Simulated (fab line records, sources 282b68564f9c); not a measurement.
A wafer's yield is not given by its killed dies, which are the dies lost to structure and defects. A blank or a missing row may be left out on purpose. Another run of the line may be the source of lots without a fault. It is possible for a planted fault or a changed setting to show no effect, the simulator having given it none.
A lot that was struck, set against a sound lot || flow ritCmos || 19 out of 202 route steps
Sound: the wafers L308.2, L308.3, L308.4. Struck: wafers L309.1, L309.5, L309.6. The cause is named last.
Per side, at each step with rows, come the tool, then ch with its chambers, and then its first start. Under that, the readings that differ: sound wafers || struck wafers || difference of the means || sigmas: that difference in standard deviations of wafers without a fault.
alike: readings with means less than 2 such deviations apart, plus words and numbers identical on both sides. not compared: withheld readings, readings lacking a value on some wafer, bounds such as >300 that could conceal the same value, and numbers that have no deviation in the record and whose values overlap.
The two part at a step that has a row with sigmas, a row that says differs or no value, or rows on one side only. Numbers that have no deviation but don't overlap get no sigmas and don't part them. A reading missing from all wafers of one side parts the sides only when that side holds two or more wafers.

first, 6 steps without rows for these wafers: RIT_NWELL_HMDS_00 (prime time 60 s); RIT_NWELL_COAT_01 (resist thk 1300 nm); RIT_NWELL_SOFTBAKE_02 (time 60 s); RIT_NWELL_EXPOSE_03 (exposes mask M2, target cd 43900 nm); RIT_NWELL_PEB_04; RIT_NWELL_DEVELOP_05 (develop time 68 s).
RIT_NWELL_OVL_MEAS_06:
  sound on overlay-02 at day 2 22:17; struck on overlay-02 at day 3 04:31
  alike: NWELL_OVL
then, 2 steps without rows for these wafers: RIT_NWELL_HARDBAKE_07 (time 120 s); RIT_NWELL_IMPLANT_08.
RIT_NWELL_STRIP_09: strips in O2, time 180 s.
  sound on plasmaAsher-04 ch 0,1, day 2 22:47; struck on plasmaAsher-03 ch 0,1, day 3 04:57
  alike: drypumpMotorCurrentA
  not compared: rfHoursCounterH
RIT_NWELL_TW_MEAS_10:
  sound on filmMetro-03 at day 2 22:58; struck on filmMetro-04 at day 3 05:07
  alike: NWELL_TW
then, 1 step without rows for these wafers: RIT_PWELL_HMDS_00 (prime time 60 s).
RIT_PWELL_COAT_01: resist thk 1300 nm.
  sound on lithoTrack-01 ch 0, day 2 23:11; struck on lithoTrack-04, day 3 05:20
  no value came back on the struck wafers for chillPlateTempC (C), dispensePressureKPa (kPa), spinSpeedRpm (rpm); on the sound wafers chillPlateTempC (C) reads 22.98 23.03 22.92
then, 4 steps without rows for these wafers: RIT_PWELL_SOFTBAKE_02 (time 60 s); RIT_PWELL_EXPOSE_03 (exposes mask M3, target cd 43700 nm); RIT_PWELL_PEB_04; RIT_PWELL_DEVELOP_05 (develop time 68 s).
RIT_PWELL_OVL_MEAS_06:
  sound on overlay-02 at day 3 00:04; struck on overlay-02 at day 3 06:11
{"reading": "PWELL_OVL (nm)", "sound": "3.9 2.3 2.7", "struck": "- - -", "difference": "no value on the struck wafers", "sigmas": ""}
then, 1 step without rows for these wafers: RIT_PWELL_HARDBAKE_07 (time 120 s).

## WHERE THEY PART
Earliest at RIT_PWELL_COAT_01; latest, in this record, at RIT_PWELL_OVL_MEAS_06.

WHY: whatever the simulator had introduced
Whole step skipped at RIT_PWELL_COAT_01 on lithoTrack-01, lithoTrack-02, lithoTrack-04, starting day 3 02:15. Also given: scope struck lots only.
